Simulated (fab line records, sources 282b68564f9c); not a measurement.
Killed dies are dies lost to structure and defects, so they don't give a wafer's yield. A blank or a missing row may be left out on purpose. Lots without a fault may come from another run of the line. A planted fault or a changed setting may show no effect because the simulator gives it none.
One fault seen from 2 desks | flow rit_cmos | each desk has only its own numbers; what lay behind them comes last

THE TOOL OWNER'S DESK: rie_diel-02
The tool's own readings at RIT_CONTACT_ETCH_11 (etches SiO2 in CHF3/CF4/Ar, stops on TiSi2, target depth 480 nm, time 320 s): means of the sampled wafers that have a number, for each lot that ran on this tool. A lot is out of limits, marked OUT, if its mean lies more than 4 standard deviations from the usual mean; the brackets give that distance.
Columns: A = drypump_motor_current_A at RIT_CONTACT_ETCH_11, usual 5.45 A; B = oes_product_au at RIT_CONTACT_ETCH_11, usual 0.996 a.u.; C = run_length_s at RIT_CONTACT_ETCH_11, usual 348.1 s; D = throttle_valve_pct at RIT_CONTACT_ETCH_11, usual 8.86 %
lot  | first seen here | A    | B     | C                       | D
L985 | day 3 14:41     | 5.36 | 0.996 | 348.1                   | 8.79
L989 | day 4 04:16     | 5.28 | 0.990 | 348.2                   | 8.80
L994 | day 5 06:32     | 5.47 | 1.004 | 348.2                   | 8.69
L103 | day 7 02:53     | 5.20 | 0.985 | 383.9 (+81) OUT         | 8.79
L106 | day 7 15:11     | 5.38 | 0.996 | 383.7 (+81) OUT         | 8.80
L108 | day 8 05:44     | 5.17 | 0.986 | 419.3 (+99 or more) OUT | 8.88
This desk's finding: out of limits on L103, L106, L108; first on L103, day 7 02:53 (run_length_s at RIT_CONTACT_ETCH_11). In limits: L985, L989, L994.

THE METROLOGY DESK
What the gauges read, lot by lot, whatever tool the lot ran on: means of the sampled wafers that have a number. A lot is out of limits, marked OUT, if its mean lies more than 4 standard deviations from the usual mean; the brackets give that distance.
Columns: A = cd_nm at RIT_M1_CD_MEAS_09, usual 2600.7 nm
lot  | first seen here | A
L985 | day 3 17:05     | 2597.9
L986 | day 3 23:19     | 2598.9
L987 | day 4 00:28     | 2597.4
L988 | day 4 04:50     | 2600.5
L989 | day 4 06:35     | 2600.6
L990 | day 4 08:50     | 2599.4
L991 | day 4 16:59     | 2600.5
L994 | day 5 08:55     | 2601.7
L996 | day 6 00:20     | 2598.2
L997 | day 6 02:55     | 2602.4
L998 | day 6 04:21     | 2602.6
L100 | day 6 15:26     | 2601.0
L103 | day 7 05:17     | 2599.2
L106 | day 7 17:31     | 2597.9
L108 | day 8 08:04     | 2600.3
This desk's finding: nothing out of limits on any of the 15 lots.

PUT TOGETHER
The tool owner's desk could have raised an alarm at day 7 02:53, on L103, L106, L108.
The metrology desk saw nothing out of limits.
The metrology desk has L103, L106, L108 on record, within its limits.
Of the lots named, all ran RIT_CONTACT_ETCH_11 on rie_diel-02.

WHAT THE SIMULATOR HAD PUT IN
Process parameter drift: rie_diel-02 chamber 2, from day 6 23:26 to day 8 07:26, at RIT_CONTACT_ETCH_11. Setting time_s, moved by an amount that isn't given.
Lots struck among those shown: L103, L106, L108.
Hours from the fault's start to each desk's first reading out of limits: the tool owner's desk, 3.
